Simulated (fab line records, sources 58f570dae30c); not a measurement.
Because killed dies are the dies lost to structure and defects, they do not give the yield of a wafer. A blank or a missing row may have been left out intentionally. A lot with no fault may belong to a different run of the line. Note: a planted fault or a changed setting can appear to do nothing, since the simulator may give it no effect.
Struck lot and sound lot, side by side ; flow berkeleyCmos170 ; 21 steps out of a route of 331
Sound: the wafers L742.3, L742.5, L742.6. The struck wafers were L750.1, L750.3, L750.5. The cause is named last.
Order at every step that has rows: each side's tool, ch and its chambers, its first start. Under that, the readings that differ: sound wafers ; struck wafers ; difference of the means ; sigmas: that difference in standard deviations of wafers without a fault.
alike: readings with means less than 2 such deviations apart, plus words and numbers identical on both sides. not compared: withheld readings, readings lacking a value on some wafer, bounds such as >300 that could conceal the same value, and numbers that have no deviation in the record and whose values overlap.
Wherever a step has rows on one side only, a row that says differs or no value, or a row with sigmas, the two part there. Numbers that have no deviation but don't overlap get no sigmas and don't part them. Lack of a reading on every wafer of one side parts them only where that side has two or more wafers.

first, 5 steps without rows for these wafers: UCB170_NWELL_WET_ETCH_18 (etches Si3N4 in H3PO4, time 14400 s); UCB170_NWELL_WET_ETCH_19 (etches SiO2 in BOE, time 22 s); UCB170_PWELL_CLEAN_00 (cleans in SPM, time 600 s); UCB170_PWELL_CLEAN_01 (cleans in dHF, time 60 s); UCB170_PWELL_OXIDATION_02 (target thk 26.4 nm, ox time 1260 s).
UCB170_PWELL_THK_MEAS_03:
  sound on filmMetro-04 at day 4 10:29; struck on filmMetro-01 at day 5 17:59
  alike: PWELL_OXIDE_THK
then, 2 steps without rows for these wafers: UCB170_PWELL_ANNEAL_04 (time 900 s); UCB170_PWELL_CVD_05 (deposits Si3N4 from SiH2Cl2/NH3, target thk 220 nm, time 3300 s).
UCB170_PWELL_THK_MEAS_06:
  sound on filmMetro-03 at day 4 20:20; struck on filmMetro-01 at day 6 01:44
  alike: PWELL_NITRIDE_THK
then, 2 steps without rows for these wafers: UCB170_PWELL_HMDS_07 (prime time 60 s); UCB170_PWELL_COAT_08 (resist thk 900 nm).
UCB170_PWELL_SOFTBAKE_09: time 62.09 s.
  sound on lithoTrack-04 ch 0, day 4 20:43; struck on lithoTrack-02 ch 0, day 6 02:29
  alike: heaterPowerTotalW, plateSensorTCentreC, plateSensorTEdgeC
UCB170_PWELL_EXPOSE_10: exposes mask PWELL, target cd 3000 nm.
  sound on krfScanner-02 ch 0, day 4 20:52; struck on krfScanner-02 ch 0, day 6 02:38
reading;sound;struck;difference;sigmas
mask;PWELL#0 PWELL#0 PWELL#0;NWELL#0 NWELL#0 NWELL#0;differs;
  alike: stageVelMmS
then, 2 steps without rows for these wafers: UCB170_PWELL_PEB_11; UCB170_PWELL_DEVELOP_12 (develop time 45 s).
UCB170_PWELL_OVL_MEAS_13:
  sound on overlay-01 at day 4 21:14; struck on overlay-01 at day 6 03:13
reading;sound;struck;difference;sigmas
PWELL_OVL (nm);-1 0 7;- - -;no value on the struck wafers;
UCB170_PWELL_ETCH_14: etches Si3N4 in CH3F/Ar/O2, stops on SiO2, target depth 242 nm, time 151 s.
  sound on rieDiel-03 ch 1,2,3, day 4 21:15; struck on rieDiel-04 ch 1,3, day 6 03:15
  alike: drypumpMotorCurrentA, oesProductAu, throttleValvePct
  not compared: rfHoursCounterH
following that, these wafers have no rows for 1 step: UCB170_PWELL_IMPLANT_15.
UCB170_PWELL_STRIP_16: strips in O2.
  sound on plasmaAsher-03 ch 0,1, day 4 21:32; struck on plasmaAsher-03 ch 0, day 6 03:30
  alike: drypumpMotorCurrentA, o2FlowSccm, oesProductAu, stripTimeToEndpointS
  not compared: rfHoursCounterH
UCB170_PWELL_TW_MEAS_17:
  sound on filmMetro-01 at day 4 21:37; struck on filmMetro-03 at day 6 03:36
reading;sound;struck;difference;sigmas
PWELL_TW;381 385 383;30 30 30;-353;-99 or more
then, 1 step without rows for these wafers: UCB170_PWELL_CLEAN_18 (cleans in SPM, time 600 s).

WHERE THEY PART
Last at UCB170_PWELL_TW_MEAS_17 as far as this record goes, first at UCB170_PWELL_EXPOSE_10.

WHY: whatever the simulator had introduced
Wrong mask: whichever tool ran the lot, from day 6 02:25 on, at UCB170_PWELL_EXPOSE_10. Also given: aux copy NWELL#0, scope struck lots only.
